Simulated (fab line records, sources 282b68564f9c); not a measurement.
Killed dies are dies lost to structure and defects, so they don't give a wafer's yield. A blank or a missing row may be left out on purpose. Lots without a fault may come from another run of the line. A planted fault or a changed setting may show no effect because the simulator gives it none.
A struck lot beside a sound one | flow rit_cmos | 43 steps out of a route of 202
Sound: wafers L462.1, L462.3, L462.4. Struck: wafers L466.1, L466.4, L466.5. The cause comes at the end.
At each step with rows: each side's tool, then ch and its chambers, then its first start. Under that, the readings that differ: sound wafers | struck wafers | difference of the means | sigmas: that difference in standard deviations of wafers without a fault.
alike: readings whose means differ by less than 2 such deviations, and words and numbers that are the same on both sides. not compared: withheld readings, readings that some wafer has no value for, bounds like >300 that may hide the same value, and numbers for which the record gives no deviation and whose values overlap.
The two part at a step that has a row with sigmas, a row that says differs or no value, or rows on one side only. Numbers that don't overlap but have no deviation are shown without sigmas and don't part them. A reading that every wafer of one side lacks parts them only if that side has two wafers or more.

first, 3 steps without rows for these wafers: RIT_SDANNEAL_CLEAN_00 (cleans in SC1, time 600 s); RIT_SDANNEAL_CLEAN_01 (cleans in dHF, time 30 s); RIT_SDANNEAL_CLEAN_02 (cleans in SC2, time 600 s).
RIT_SDANNEAL_RTA_03: time 5 s.
  sound on rtp_anneal-02 ch 0, day 5 05:03; struck on rtp_anneal-02 ch 0, day 5 22:28
  alike: wafer_temp_C_max
RIT_SDANNEAL_RS_MEAS_04: measures by four-point-probe.
  sound on film_metro-02, day 5 05:06; struck on film_metro-01, day 5 22:32
  alike: PSD_RS
RIT_SDANNEAL_RS_MEAS_05: measures by four-point-probe.
  sound on film_metro-02, day 5 05:13; struck on film_metro-01, day 5 22:39
  alike: NSD_RS
RIT_SDANNEAL_RS_MEAS_06: measures by four-point-probe.
  sound on film_metro-02, day 5 05:20; struck on film_metro-01, day 5 22:46
  alike: PLDD_RS
RIT_SDANNEAL_RS_MEAS_07: measures by four-point-probe.
  sound on film_metro-02, day 5 05:28; struck on film_metro-01, day 5 22:53
  alike: NLDD_RS
then, 2 steps without rows for these wafers: RIT_SILICIDE_WET_ETCH_00 (etches SiO2 in BOE, target depth 14 nm, time 15 s); RIT_SILICIDE_SPUTTER_01 (material Ti, target thk 30 nm, time 240 s).
RIT_SILICIDE_RS_MEAS_02: measures by four-point-probe.
  sound on film_metro-04, day 5 05:45; struck on film_metro-01, day 5 23:10
  alike: SILICIDE_TI_RS
RIT_SILICIDE_THK_MEAS_03: measures by xrf.
  sound on film_metro-04, day 5 05:52; struck on film_metro-01, day 5 23:17
  alike: SILICIDE_TI_THK
RIT_SILICIDE_RTA_04: time 10 s, ramp up 5 s, ramp down 5 s.
  sound on rtp_anneal-01 ch 0, day 5 05:56; struck on rtp_anneal-01 ch 0, day 5 23:21
  alike: wafer_temp_C_max
then, 1 step without rows for these wafers: RIT_SILICIDE_WET_ETCH_05 (etches Ti in SPM, time 120 s).
RIT_SILICIDE_RTA_06: time 10 s, ramp up 5 s, ramp down 10 s.
  sound on rtp_anneal-02 ch 0, day 5 06:02; struck on rtp_anneal-02 ch 0, day 5 23:28
  alike: wafer_temp_C_max
RIT_CONTACT_CVD_00: deposits SiO2 from TEOS, target thk 400 nm, time 61 s.
  sound on pecvd-03 ch 1,2, day 5 06:06; struck on pecvd-01 ch 0,2, day 5 23:32
  alike: heater_power_w
RIT_CONTACT_THK_MEAS_01:
  sound on film_metro-02, day 5 06:09; struck on film_metro-04, day 5 23:35
  alike: CONTACT_TEOS_THK
then, 6 steps without rows for these wafers: RIT_CONTACT_HMDS_02 (prime time 60 s); RIT_CONTACT_COAT_03 (resist thk 1000 nm); RIT_CONTACT_SOFTBAKE_04 (time 60 s); RIT_CONTACT_EXPOSE_05 (exposes mask M11, target cd 1000 nm); RIT_CONTACT_PEB_06; RIT_CONTACT_DEVELOP_07 (develop time 120 s).
RIT_CONTACT_CD_MEAS_08: target cd 1000 nm.
  sound on cd_sem-01, day 5 07:31; struck on cd_sem-02, day 6 00:44
  alike: cd_nm
RIT_CONTACT_OVL_MEAS_09:
  sound on overlay-02, day 5 07:38; struck on overlay-01, day 6 00:52
  alike: CONTACT_OVL
then, 1 step without rows for these wafers: RIT_CONTACT_HARDBAKE_10 (time 60 s).
RIT_CONTACT_ETCH_11: etches SiO2 in CHF3/CF4/Ar, stops on TiSi2, target depth 480 nm, time 320 s.
  sound on rie_diel-02 ch 0,1,3, day 5 07:50; struck on rie_diel-03 ch 1,2,3, day 6 01:02
  alike: chamber_pressure_mTorr, drypump_motor_current_A, oes_product_au, throttle_valve_pct
  not compared: rf_hours_counter_h
RIT_CONTACT_STRIP_12: strips in O2, time 180 s.
  sound on plasma_asher-03 ch 0,1, day 5 08:01; struck on plasma_asher-03 ch 0,1, day 6 01:14
  alike: chamber_pressure_mTorr, drypump_motor_current_A
  not compared: rf_hours_counter_h
RIT_CONTACT_CD_MEAS_90: target cd 1000 nm.
  sound on cd_sem-01, day 5 08:12; struck on cd_sem-01, day 6 01:25
  alike: cd_nm
then, 3 steps without rows for these wafers: RIT_CONTACT_CLEAN_13 (cleans in SC1, time 600 s); RIT_CONTACT_CLEAN_14 (cleans in SC2, time 600 s); RIT_M1_SPUTTER_00 (material Al, target thk 400 nm, time 500 s).
RIT_M1_RS_MEAS_01: measures by four-point-probe.
  sound on film_metro-02, day 5 08:58; struck on film_metro-02, day 6 02:22
  reading           | sound                | struck               | difference | sigmas
  M1_AL_RS (ohm/sq) | 0.0729 0.0724 0.0734 | 0.0749 0.0746 0.0748 | +0.0019    | +2
RIT_M1_THK_MEAS_02: measures by xrf.
  sound on film_metro-02, day 5 09:05; struck on film_metro-02, day 6 02:29
  reading        | sound       | struck      | difference | sigmas
  M1_AL_THK (nm) | 403 407 400 | 392 396 393 | -10        | -2
then, 6 steps without rows for these wafers: RIT_M1_HMDS_03 (prime time 60 s); RIT_M1_COAT_04 (resist thk 1300 nm); RIT_M1_SOFTBAKE_05 (time 60 s); RIT_M1_EXPOSE_06 (exposes mask M12, target cd 2600 nm); RIT_M1_PEB_07; RIT_M1_DEVELOP_08 (develop time 68 s).
RIT_M1_CD_MEAS_09: target cd 2600 nm.
  sound on cd_sem-01, day 5 10:08; struck on cd_sem-01, day 6 03:26
  alike: cd_nm
RIT_M1_OVL_MEAS_10:
  sound on overlay-01, day 5 10:16; struck on overlay-02, day 6 03:34
  alike: M1_OVL
RIT_M1_PROBE_99:
  sound on prober-02, day 5 12:49; struck on prober-01, day 6 06:16
  reading                              | sound             | struck            | difference | sigmas
  model.etest.npoly_line.line_ohm_um   | 165.5 172.9 170.6 | 212.8 215.3 207.4 | +42.2      |
  model.etest.ppoly_line.line_ohm_um   | 156.7 166.1 163.8 | 199.7 205.2 201.9 | +40.1      |
  model.etest.contact_nplus.end_ohm_um | 40.23 42.2 40.13  | 32.91 33.9 32.79  | -7.65      |
  model.etest.contact_pplus.end_ohm_um | 43.84 43.15 42.6  | 36.11 35.97 36.44 | -7.02      |
  model.etest.ppoly_line.width_nm (nm) | 103.8 100.3 100.3 | 109.2 108.4 110.3 | +7.8       |
  model.etest.npoly_line.width_nm (nm) | 102.8 99.31 100.1 | 108.2 107.9 108.9 | +7.6       |
  model.etest.npoly_line.rs_ohm_sq     | 17.01 16.95 17.06 | 22.8 22.89 22.7   | +5.8       |
  model.etest.ppoly_line.rs_ohm_sq     | 16.36 16.47 16.66 | 21.95 22.26 21.89 | +5.54      |
  alike: killed_at_front_end, killed_dies, killed_open, killed_short

WHERE THEY PART
First at RIT_M1_RS_MEAS_01; last, within this record, at RIT_M1_THK_MEAS_02. Later steps at which nothing parts them and some readings are alike: RIT_M1_CD_MEAS_09, RIT_M1_OVL_MEAS_10, RIT_M1_PROBE_99.

WHY: what the simulator had put in
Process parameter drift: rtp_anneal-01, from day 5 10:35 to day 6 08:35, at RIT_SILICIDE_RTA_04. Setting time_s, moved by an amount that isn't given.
